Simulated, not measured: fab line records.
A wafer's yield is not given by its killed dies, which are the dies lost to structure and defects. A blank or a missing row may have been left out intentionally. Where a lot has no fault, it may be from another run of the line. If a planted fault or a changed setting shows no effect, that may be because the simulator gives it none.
Problem report, 8D (eight disciplines) form, completed by code :: flow rit-cmos :: the parts of the form that need people (team, actions taken, sign-off) are left out

== 1. THE ISSUE ==
ACTIVE_NITRIDE_THK at RIT_ACTIVE_THK_MEAS_04 reads a mean of 176.5 nm on 3 wafers of 1 lot; wafers without a fault read 150.1 nm with a standard deviation of 1.5. Measured from the usual mean, that is +18 standard deviations.
The first sign was on wafer L110.1 at day 6 08:32, on film-metro-02. At this step, 39 wafers from 13 lots have a number in the record. By rule, "out" or "out of limits" means more than 4 standard deviations away from the usual mean. All remaining wafers that have a number are taken as sound.

== 2. WHAT IT IS, WHAT IT ISN'T ==
question: which readings at this step
is: ACTIVE_NITRIDE_THK
is not: -

question: which lots
is: L110
is not: L100, L101, L102, L987, L988, L990, L992, L993, L994, L995, L998, L999

question: which wafers of those lots
is: all that have a number
is not: -

question: read on which gauges
is: film-metro-02
is not: film-metro-01, film-metro-03

question: when
is: from day 6 08:32
is not: up to then (36 sound wafers)

== 3. SUSPECTS, AND WHAT RULES EACH OUT ==
Counting: a tool at a process step up to the reading stays a suspect if it ran every lot that is out and no sound lot after the first of them.
- ruled out: the gauge at RIT_ACTIVE_THK_MEAS_04. All the wafers that are out were read on film-metro-02, but those of them that RIT_ACTIVE_CVD_03 has rows for are out there too, on other tools.
- lpcvd-02 at RIT_ACTIVE_CVD_03 (deposits Si3N4 from SiH2Cl2/NH3, target thk 150 nm, time 1500 s): kept. It ran the lot that is out, L110 (day 6 07:07), and no sound lot after that; its last sound lot up to then is L100 (day 4 06:08). Its own spike-tc-centre-C readings are out on those wafers.
Remaining after the count: lpcvd-02 at RIT_ACTIVE_CVD_03.

== 4. THE CAUSE (what the simulator had put in) ==
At RIT_ACTIVE_CVD_03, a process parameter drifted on lpcvd-02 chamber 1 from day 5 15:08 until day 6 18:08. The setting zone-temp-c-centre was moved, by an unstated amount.
The count eliminated every tool but this one.

== 5. THE EFFECT CHAIN, in route order ==
Each row: a reading whose mean over the struck wafers that have a number lies more than 3 standard deviations from the usual. Only readings whose record carries a usual standard deviation are examined. hours: median over the lots of the time between each lot's start at the first step of this table that gives one and its start at this step. sigmas: the change, counted in usual standard deviations.
hours: 0
step: RIT_ACTIVE_CVD_03
reading: spike-tc-centre-C
usual: 811.7 C
on struck wafers: 838.3
change: +26.6
sigmas: +20

hours: 1
step: RIT_ACTIVE_THK_MEAS_04
reading: ACTIVE_NITRIDE_THK
usual: 150.1 nm
on struck wafers: 176.5
change: +26.4
sigmas: +18

hours: 3
step: RIT_ACTIVE_ETCH_13
reading: oes-product-au
usual: 0.818 a.u.
on struck wafers: 0.889
change: +0.071
sigmas: +5.9
Its process steps:
- RIT_ACTIVE_CVD_03: deposits Si3N4 from SiH2Cl2/NH3, target thk 150 nm, time 1500 s.
- RIT_ACTIVE_ETCH_13: etches Si3N4 in SF6, stops on SiO2, time 210 s, target depth 210 nm.
At these later measuring or inspecting steps, every struck wafer for which the step has a row has a number for every such reading, and none has moved that far: RIT_GATE_CD_MEAS_16, RIT_GATE_CD_MEAS_90, RIT_PLDD_OVL_MEAS_06.

== 6. WHAT WOULD HAVE CAUGHT IT SOONER ==
Counted from the fault's start at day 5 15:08, it took 17 hours until the first out-of-limits reading at a measuring or inspecting step in this record, taken at day 6 08:32.
The tool's own readings at RIT_ACTIVE_CVD_03 were out on every struck wafer that the step has a row for (spike-tc-centre-C): an alarm limit on them would have fired on the first of those.
Lots out: 1; all had begun RIT_ACTIVE_CVD_03 on lpcvd-02 by day 6 08:32. None of them would have been spared by holding the tool at that moment.
